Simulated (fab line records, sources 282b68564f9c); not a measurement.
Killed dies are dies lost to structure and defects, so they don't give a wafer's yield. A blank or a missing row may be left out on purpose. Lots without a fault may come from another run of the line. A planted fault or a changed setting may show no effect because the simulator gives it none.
Which tool did it? | flow rit_cmos | 14 lots, 42 wafers sampled, at 3 steps of a route of 202

WHAT THE GAUGES READ, wafer by wafer
RIT_NSD_TW_MEAS_10. Usual: NSD_TW 3132, standard deviation 28.
lot  | measured    | on            | NSD_TW         | flag
L364 | day 3 04:06 | film_metro-02 | 3110 3108 3105 |
L367 | day 3 21:06 | film_metro-03 | 3166 3178 3178 |
L369 | day 4 07:13 | film_metro-02 | 3097 3102 3106 |
L370 | day 4 12:49 | film_metro-03 | 3160 3165 3154 |
L373 | day 5 00:47 | film_metro-03 | 3164 3164 3156 |
L374 | day 5 09:25 | film_metro-02 | 3105 3103 3103 |
L375 | day 5 14:04 | film_metro-02 | 3101 3103 3107 |
L376 | day 5 18:23 | film_metro-01 | 3129 3123 3123 |
L380 | day 6 09:08 | film_metro-01 | 3321 3319 3316 | OFF
L381 | day 6 18:01 | film_metro-03 | 3381 3395 3403 | OFF
L382 | day 7 00:15 | film_metro-03 | 3123 3131 3140 |
L384 | day 7 11:06 | film_metro-02 | 3101 3109 3114 |
L385 | day 7 15:02 | film_metro-03 | 3140 3146 3156 |
L387 | day 7 20:13 | film_metro-03 | 3121 3132 3161 |

RIT_SDANNEAL_RS_MEAS_05: measures by four-point-probe. Usual: NSD_RS 84.66 ohm/sq, standard deviation 0.29.
lot  | measured    | on            | NSD_RS (ohm/sq)   | flag
L364 | day 3 06:28 | film_metro-03 | 84.70 85.12 85.13 |
L367 | day 3 23:23 | film_metro-02 | 84.24 84.52 84.18 |
L369 | day 4 09:17 | film_metro-03 | 84.28 84.35 84.35 |
L370 | day 4 15:14 | film_metro-01 | 84.46 84.59 84.75 |
L373 | day 5 02:56 | film_metro-03 | 84.74 84.79 85.00 |
L374 | day 5 11:38 | film_metro-03 | 85.19 85.10 84.91 |
L375 | day 5 16:07 | film_metro-03 | 84.68 84.70 84.81 |
L376 | day 5 20:33 | film_metro-03 | 84.63 84.74 84.68 |
L380 | day 6 11:21 | film_metro-01 | 64.84 64.84 64.72 | OFF
L381 | day 6 20:26 | film_metro-03 | 64.59 64.54 64.32 | OFF
L382 | day 7 02:50 | film_metro-02 | 84.37 84.76 84.76 |
L384 | day 7 13:08 | film_metro-03 | 84.76 84.69 84.75 |
L385 | day 7 17:08 | film_metro-01 | 84.68 84.85 84.62 |
L387 | day 7 22:24 | film_metro-02 | 84.89 84.74 84.37 |

WHICH TOOL RAN EACH LOT (tool, then ch and the chambers of the sampled wafers, then the start)
lot  | RIT_NSD_IMPLANT_08
L364 | implanter-01 ch 0, day 3 03:46
L367 | implanter-03 ch 0, day 3 20:47
L369 | implanter-03 ch 0, day 4 06:53
L370 | implanter-04 ch 0, day 4 12:29
L373 | implanter-04 ch 0, day 5 00:30
L374 | implanter-04 ch 0, day 5 09:05
L375 | implanter-04 ch 0, day 5 13:46
L376 | implanter-04 ch 0, day 5 18:03
L380 | implanter-03 ch 0, day 6 08:50
L381 | implanter-03 ch 0, day 6 17:44
L382 | implanter-01 ch 0, day 6 23:56
L384 | implanter-01 ch 0, day 7 10:47
L385 | implanter-04 ch 0, day 7 14:43
L387 | implanter-01 ch 0, day 7 19:53
- RIT_NSD_IMPLANT_08

WHAT THE TOOLS THEMSELVES READ (means of the sampled wafers that have a number; where no wafer has one, the mark that the record gives instead)
RIT_NSD_IMPLANT_08. Usual: beam_on_s 10.00 s, standard deviation 0.19; faraday_current_uA 3132, standard deviation 62.
lot  | tool         | beam_on_s (s) | faraday_current_uA | flag
L364 | implanter-01 | 10.07         | 3120               |
L367 | implanter-03 | 10.03         | 3123               |
L369 | implanter-03 | 10.00         | 3131               |
L370 | implanter-04 | 10.14         | 3092               |
L373 | implanter-04 | 9.81          | 3201               |
L374 | implanter-04 | 9.91          | 3154               |
L375 | implanter-04 | 10.01         | 3131               |
L376 | implanter-04 | 10.07         | 3119               |
L380 | implanter-03 | 14.21         | 2202               | OFF
L381 | implanter-03 | 14.30         | 2195               | OFF
L382 | implanter-01 | 10.10         | 3093               |
L384 | implanter-01 | 10.05         | 3108               |
L385 | implanter-04 | 9.91          | 3171               |
L387 | implanter-01 | 10.00         | 3137               |

THE ANSWER, worked out from the rows above alone
Rule: a lot is off if the mean of its wafers that have a number lies more than 3 standard deviations from the usual mean. A lot without any number at a reading at which 4 lots or more have one is off too. The other lots that the step has rows for count as sound. The gauges are gone through in route order, then the tools' own readings, and for those a lot's mean is taken as printed above. The first step at which some lot is off is used, and at that step the reading that is off furthest; a lot without a number counts as furthest.
Off: L380, L381, at RIT_NSD_TW_MEAS_10 (NSD_TW).
A tool fits if, at a process step before that reading, it ran every lot that is off, and no sound lot after the first of them. The gauges at RIT_NSD_TW_MEAS_10 aren't tried: what is off there is off at RIT_NSD_IMPLANT_08 too, on other tools, and a gauge's error can't cause that. One fits: implanter-03 at RIT_NSD_IMPLANT_08. Its last sound lot is L369 (day 4 06:53), its first lot that is off L380 (day 6 08:50): a fault that began between those two fits.
The tool's own readings at RIT_NSD_IMPLANT_08 bear it out: on the lots that are off they differ by more than 5 times the standard deviation of the sound lots' means. beam_on_s reads 14.26 s there against 10.01 s on the sound lots; faraday_current_uA reads 2198 there against 3132 on the sound lots.

WHAT THE SIMULATOR HAD PUT IN
Process parameter drift: implanter-03, from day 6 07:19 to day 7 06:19, at RIT_NSD_IMPLANT_08. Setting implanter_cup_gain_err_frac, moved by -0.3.
Lots struck among those shown: L380, L381. The rule above found the same.
